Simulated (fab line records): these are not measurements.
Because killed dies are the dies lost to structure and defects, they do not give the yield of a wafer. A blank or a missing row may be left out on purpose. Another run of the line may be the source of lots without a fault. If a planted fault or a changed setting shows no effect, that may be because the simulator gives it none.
Comparing a struck lot with a sound one :: flow rit-cmos :: 44 steps out of a route of 202
Sound: these wafers, L102.1, L102.3, L102.5. Wafers L105.2, L105.3, L105.5 were the ones struck. The cause comes at the end.
Per side, at each step with rows, come the tool, then ch with its chambers, and then its first start. Under that, the readings that differ: sound wafers :: struck wafers :: difference of the means :: sigmas: that difference in standard deviations of wafers without a fault.
alike: a reading whose means differ by less than 2 such deviations, as well as words and numbers matching on both sides. not compared: withheld readings; readings where some wafer has no value; bounds like >300 that might hide an equal value; numbers whose values overlap and for which the record gives no deviation.
A row with sigmas, a row that says differs or no value, or rows on one side alone: a step with any of these is where the two part. Numbers that don't overlap but have no deviation are shown without sigmas and don't part them. A reading that every wafer of one side lacks parts them only if that side has two wafers or more.

first, 2 steps without rows for these wafers: RIT_NLDD_HARDBAKE_07 (time 60 s); RIT_NLDD_IMPLANT_08.
RIT_NLDD_STRIP_09: strips in O2, time 180 s.
  sound on plasma-asher-01 ch 0,1, day 2 19:56; struck on plasma-asher-01 ch 0,1, day 3 12:58
  alike: drypump-motor-current-A
  not compared: rf-hours-counter-h
RIT_NLDD_TW_MEAS_10:
  struck on film-metro-02, day 3 13:10; sound on film-metro-01, day 2 20:07
  alike: NLDD_TW
then, 6 steps without rows for these wafers: RIT_PLDD_HMDS_00 (prime time 60 s); RIT_PLDD_COAT_01 (resist thk 1000 nm); RIT_PLDD_SOFTBAKE_02 (time 60 s); RIT_PLDD_EXPOSE_03 (exposes mask M8, target cd 40900 nm); RIT_PLDD_PEB_04; RIT_PLDD_DEVELOP_05 (develop time 50 s).
RIT_PLDD_OVL_MEAS_06:
  struck on overlay-01, day 3 14:17; sound on overlay-01, day 2 21:09
  alike: PLDD_OVL
then, 1 step without rows for these wafers: RIT_PLDD_HARDBAKE_07 (time 60 s).
RIT_PLDD_IMPLANT_08:
  sound on implanter-02 ch 0, day 2 21:20; struck on implanter-02 ch 0, day 3 14:29
  alike: beam-on-s, end-station-pressure-torr, tilt-deg
RIT_PLDD_STRIP_09: strips in O2, time 180 s.
  sound on plasma-asher-02 ch 0,1, day 2 21:29; struck on plasma-asher-04 ch 0,1, day 3 14:37
  alike: drypump-motor-current-A
  not compared: rf-hours-counter-h
RIT_PLDD_TW_MEAS_10:
  struck on film-metro-03, day 3 14:48; sound on film-metro-03, day 2 21:40
reading: PLDD_TW
sound: 2305 2322 2326
struck: 2108 2301 2122
difference: -141
sigmas: -7
then, 4 steps without rows for these wafers: RIT_SPACER_CLEAN_00 (cleans in SC1, time 600 s); RIT_SPACER_CLEAN_01 (cleans in dHF, time 30 s); RIT_SPACER_CLEAN_02 (cleans in SC2, time 600 s); RIT_SPACER_CVD_03 (deposits Si3N4 from SiH2Cl2/NH3, target thk 250 nm, time 3300 s).
RIT_SPACER_THK_MEAS_04:
  struck on film-metro-02, day 3 17:44; sound on film-metro-02, day 3 00:01
reading: SPACER_NITRIDE_THK (nm)
sound: 245.4 247.7 245.7
struck: 251.9 252.8 252.2
difference: +6.0
sigmas: +3
RIT_SPACER_ETCHBACK_05: etches Si3N4 in SF6/CHF3, stops on SiO2, target depth 250 nm, time 240 s.
  sound on rie-diel-02 ch 2,3, day 3 00:04; struck on rie-diel-03 ch 0,1,2, day 3 17:47
  alike: drypump-motor-current-A, oes-product-au, throttle-valve-pct
  not compared: rf-hours-counter-h
then, 6 steps without rows for these wafers: RIT_NSD_HMDS_00 (prime time 60 s); RIT_NSD_COAT_01 (resist thk 1000 nm); RIT_NSD_SOFTBAKE_02 (time 60 s); RIT_NSD_EXPOSE_03 (exposes mask M9, target cd 40700 nm); RIT_NSD_PEB_04; RIT_NSD_DEVELOP_05 (develop time 50 s).
RIT_NSD_OVL_MEAS_06:
  struck on overlay-02, day 3 18:55; sound on overlay-01, day 3 01:04
  alike: NSD_OVL
then, 2 steps without rows for these wafers: RIT_NSD_HARDBAKE_07 (time 60 s); RIT_NSD_IMPLANT_08.
RIT_NSD_STRIP_09: strips in O2, time 180 s.
  sound on plasma-asher-04 ch 1, day 3 01:31; struck on plasma-asher-04 ch 0,1, day 3 19:14
  alike: drypump-motor-current-A
  not compared: rf-hours-counter-h
RIT_NSD_TW_MEAS_10:
  struck on film-metro-03, day 3 19:25; sound on film-metro-03, day 3 01:41
  alike: NSD_TW
then, 6 steps without rows for these wafers: RIT_PSD_HMDS_00 (prime time 60 s); RIT_PSD_COAT_01 (resist thk 1000 nm); RIT_PSD_SOFTBAKE_02 (time 60 s); RIT_PSD_EXPOSE_03 (exposes mask M10, target cd 40900 nm); RIT_PSD_PEB_04; RIT_PSD_DEVELOP_05 (develop time 50 s).
RIT_PSD_OVL_MEAS_06:
  struck on overlay-01, day 3 20:20; sound on overlay-02, day 3 02:36
  alike: PSD_OVL
then, 2 steps without rows for these wafers: RIT_PSD_HARDBAKE_07 (time 60 s); RIT_PSD_IMPLANT_08.
RIT_PSD_STRIP_09: strips in O2, time 180 s.
  sound on plasma-asher-01 ch 0,1, day 3 02:56; struck on plasma-asher-03 ch 0,1, day 3 20:40
  alike: drypump-motor-current-A
  not compared: rf-hours-counter-h
RIT_SDANNEAL_RS_MEAS_06: the measuring method here is four-point-probe.
  struck on film-metro-03, day 3 21:35; sound on film-metro-02, day 3 03:50
reading: PLDD_RS (ohm/sq)
sound: 179.2 178.9 179.5
struck: 183.3 179.6 183.4
difference: +2.9
sigmas: +7
RIT_M1_PROBE_99:
  sound wafers here have rows in the record (prober-01, day 3 11:02); struck ones have none

WHERE THEY PART
At RIT_PLDD_TW_MEAS_10 first; at RIT_M1_PROBE_99 last (within this record only).

WHY: what the simulator had put in
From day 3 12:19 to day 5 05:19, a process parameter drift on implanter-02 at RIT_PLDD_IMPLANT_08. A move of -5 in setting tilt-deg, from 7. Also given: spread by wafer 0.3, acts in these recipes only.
